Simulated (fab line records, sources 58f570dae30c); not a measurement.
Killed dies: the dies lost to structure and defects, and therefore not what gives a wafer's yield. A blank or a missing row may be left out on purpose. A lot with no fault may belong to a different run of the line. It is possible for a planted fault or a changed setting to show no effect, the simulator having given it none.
Lot-split experiment ; flow berkeleyCmos170 ; on a route of 331 steps: 5 lots, 13 wafers read

## ABOUT THE SPLIT
At UCB170_M2_METAL_ETCH_18 (etches Al in Cl2/BCl3, stops on SiO2, target depth 1170 nm, time 195 s), the setting icpW was moved away from the recipe's 600 W on 6 of the 13 wafers read, by -10.0% to -5.1%. All remaining wafers had this setting at the recipe value.

The reading is taken at the split's own step.

## THE READING
SiO2_of_V1_CVD_00.thkNm (the simulator's own value, which no gauge read), in nm, at UCB170_M2_METAL_ETCH_18 (etches Al in Cl2/BCl3, stops on SiO2, target depth 1170 nm, time 195 s). No usual value for it is given in the file. Across the 7 wafers here that went through the recipe, the average is 936.7 nm and the standard deviation 1.5 nm.

wafer;tool, chamber at the split;icpW as run, W;against the recipe;SiO2_of_V1_CVD_00.thkNm, nm;against lot-mates on the recipe
L080.2;rieMetal-03, 1;564.6;-5.9%;938.6;no lot-mate on the recipe
L080.6;rieMetal-03, 1;564.6;-5.9%;938.3;no lot-mate on the recipe
L082.2;rieMetal-01, 0;600;recipe;936.9;-
L082.3;rieMetal-01, 1;600;recipe;937.1;-
L082.6;rieMetal-01, 1;600;recipe;936.9;-
L081.1;rieMetal-04, 1;559.1;-6.8%;939.8;+4.3
L081.3;rieMetal-04, 1;600;recipe;935.4;-
L081.6;rieMetal-04, 1;600;recipe;935.6;-
L085.2;rieMetal-04, 0;569.3;-5.1%;943.3;+3.4
L085.4;rieMetal-04, 0;600;recipe;939.9;-
L084.1;rieMetal-03, 1;539.9;-10.0%;941.5;+6.2
L084.3;rieMetal-03, 0;600;recipe;935.3;-
L084.5;rieMetal-03, 1;539.9;-10.0%;940.4;+5.1

THE FIT
A straight line over all 13 wafers: SiO2_of_V1_CVD_00.thkNm changes by -0.445 nm for each +1% of icpW; r = -0.72; the points scatter about the line by 1.8 nm.
The same after taking each lot's own level away (the mean of its wafers on the recipe; 11 wafers): -0.58 nm for each +1%; r = -0.99; scatter 0.33 nm.
That fit puts the effect of the largest move of icpW on the reading at 5.8 nm.
From 935.30 to 939.90 nm: that is the span of the lots' own levels, equal to 3.1 times the standard deviation above.
So the lot-to-lot level blurs the effect unless lot-mates are compared.
Check: with one of the wafers moved furthest among these (-10.0%) left out of the fit, the line predicts +5.65 nm for it against its lot-mates. Against them it came out at +6.2 nm.
Tool readings at the split's step, against how far the setting was moved: oesProductAu r = +0.23.

## OTHER SPLITS APPLIED TO THESE WAFERS
Other splits were also applied to these wafers ahead of the reading. Each is held against what the fit with the lots' levels taken away leaves over:
other split on the same wafers;wafers away from the commonest value;r with SiO2_of_V1_CVD_00.thkNm (lot level and that fit taken away)
UCB170_M1_PEB_07 pebTempC;4;+0.75
UCB170_V1_PEB_10 pebTempC;2;+0.13
UCB170_M2_SPUTTER_01 timeS;0;-
UCB170_M2_PEB_13 pebTempC;6;+0.01

## THE WHOLE CHAIN: every reading that the file lists as answering this split, in the file's order
step;what it does;reading;change (the file's fit);r (the file's)
UCB170_M2_METAL_ETCH_18;etches Al in Cl2/BCl3, stops on SiO2, target depth 1170 nm, time 195 s;KrF_of_M2_COAT_10.thkNm (the simulator's own value, which no gauge read);-4.19 nm for each +1% of the setting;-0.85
UCB170_M2_METAL_ETCH_18;etches Al in Cl2/BCl3, stops on SiO2, target depth 1170 nm, time 195 s;SiO2_of_V1_CVD_00.thkNm (the simulator's own value, which no gauge read);-0.59 nm for each +1% of the setting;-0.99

## FILE'S OWN FIT
SiO2_of_V1_CVD_00.thkNm changes by -0.59 nm for each +1% of icpW, r = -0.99.
